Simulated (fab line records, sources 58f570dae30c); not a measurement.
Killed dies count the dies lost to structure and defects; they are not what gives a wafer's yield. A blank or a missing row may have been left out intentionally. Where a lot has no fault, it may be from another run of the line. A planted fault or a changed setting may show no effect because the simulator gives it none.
Split-lot study :: flow berkeley_cmos170 :: 3 lots, 15 wafers read, on a route of 331 steps

SPLIT DETAILS
At UCB170_GATE_CVD_04 (deposits poly-Si from SiH4, time 1440 s, target thk 214 nm), the setting temp_c was moved away from the recipe's 610 C on 12 of the 15 wafers read, by +1.6% to +2.6%. For the rest of the wafers, this setting stayed at what the recipe calls for.

Between the split and the reading, the file records no step.

THE READING
GATE_POLY_THK at UCB170_GATE_THK_MEAS_05, in nm. Typical for fault-free wafers on this fab line: 213.9 nm, with standard deviation 1.6 nm.

wafer: L076.1
tool, chamber at the split: -, -
temp_c as run, C: 619.9
against the recipe: +1.6%
GATE_POLY_THK, nm: 272.5
against lot-mates on the recipe: no lot-mate on the recipe

wafer: L076.2
tool, chamber at the split: -, -
temp_c as run, C: 619.9
against the recipe: +1.6%
GATE_POLY_THK, nm: 271.6
against lot-mates on the recipe: no lot-mate on the recipe

wafer: L076.3
tool, chamber at the split: -, -
temp_c as run, C: 619.9
against the recipe: +1.6%
GATE_POLY_THK, nm: 271.5
against lot-mates on the recipe: no lot-mate on the recipe

wafer: L076.4
tool, chamber at the split: -, -
temp_c as run, C: 619.9
against the recipe: +1.6%
GATE_POLY_THK, nm: 271.6
against lot-mates on the recipe: no lot-mate on the recipe

wafer: L076.5
tool, chamber at the split: -, -
temp_c as run, C: 619.9
against the recipe: +1.6%
GATE_POLY_THK, nm: 272.9
against lot-mates on the recipe: no lot-mate on the recipe

wafer: L076.6
tool, chamber at the split: -, -
temp_c as run, C: 619.9
against the recipe: +1.6%
GATE_POLY_THK, nm: 273.0
against lot-mates on the recipe: no lot-mate on the recipe

wafer: L081.2
tool, chamber at the split: lpcvd-02, 0
temp_c as run, C: 610
against the recipe: recipe
GATE_POLY_THK, nm: 214.8
against lot-mates on the recipe: -

wafer: L081.4
tool, chamber at the split: lpcvd-02, 0
temp_c as run, C: 610
against the recipe: recipe
GATE_POLY_THK, nm: 213.2
against lot-mates on the recipe: -

wafer: L081.5
tool, chamber at the split: lpcvd-02, 0
temp_c as run, C: 610
against the recipe: recipe
GATE_POLY_THK, nm: 213.6
against lot-mates on the recipe: -

wafer: L085.1
tool, chamber at the split: -, -
temp_c as run, C: 626
against the recipe: +2.6%
GATE_POLY_THK, nm: 314.2
against lot-mates on the recipe: no lot-mate on the recipe

wafer: L085.2
tool, chamber at the split: -, -
temp_c as run, C: 626
against the recipe: +2.6%
GATE_POLY_THK, nm: 312.7
against lot-mates on the recipe: no lot-mate on the recipe

wafer: L085.3
tool, chamber at the split: -, -
temp_c as run, C: 626
against the recipe: +2.6%
GATE_POLY_THK, nm: 312.3
against lot-mates on the recipe: no lot-mate on the recipe

wafer: L085.4
tool, chamber at the split: -, -
temp_c as run, C: 626
against the recipe: +2.6%
GATE_POLY_THK, nm: 311.7
against lot-mates on the recipe: no lot-mate on the recipe

wafer: L085.5
tool, chamber at the split: -, -
temp_c as run, C: 626
against the recipe: +2.6%
GATE_POLY_THK, nm: 312.8
against lot-mates on the recipe: no lot-mate on the recipe

wafer: L085.6
tool, chamber at the split: -, -
temp_c as run, C: 626
against the recipe: +2.6%
GATE_POLY_THK, nm: 313.4
against lot-mates on the recipe: no lot-mate on the recipe

THE FIT
A straight line over all 15 wafers: GATE_POLY_THK changes by +37.8 nm for each +1% of temp_c; r = +1.00; the points scatter about the line by 1.7 nm.
Too few moved wafers have a lot-mate on the recipe to fit a line with each lot's own level taken away.

THE WHOLE CHAIN: every reading that the file lists as answering this split, in the file's order
step: UCB170_GATE_CVD_04
what it does: deposits poly-Si from SiH4, time 1440 s, target thk 214 nm
reading: poly-Si_of_GATE_CVD_04.thk_nm (the simulator's own value, which no gauge read)
change (the file's fit): +37.8 nm for each +1% of the setting
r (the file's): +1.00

step: UCB170_GATE_THK_MEAS_05
what it does: 
reading: GATE_POLY_THK
change (the file's fit): +37.8 for each +1% of the setting
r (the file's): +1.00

FILE'S OWN FIT
GATE_POLY_THK changes by +37.8 nm for each +1% of temp_c, r = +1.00.
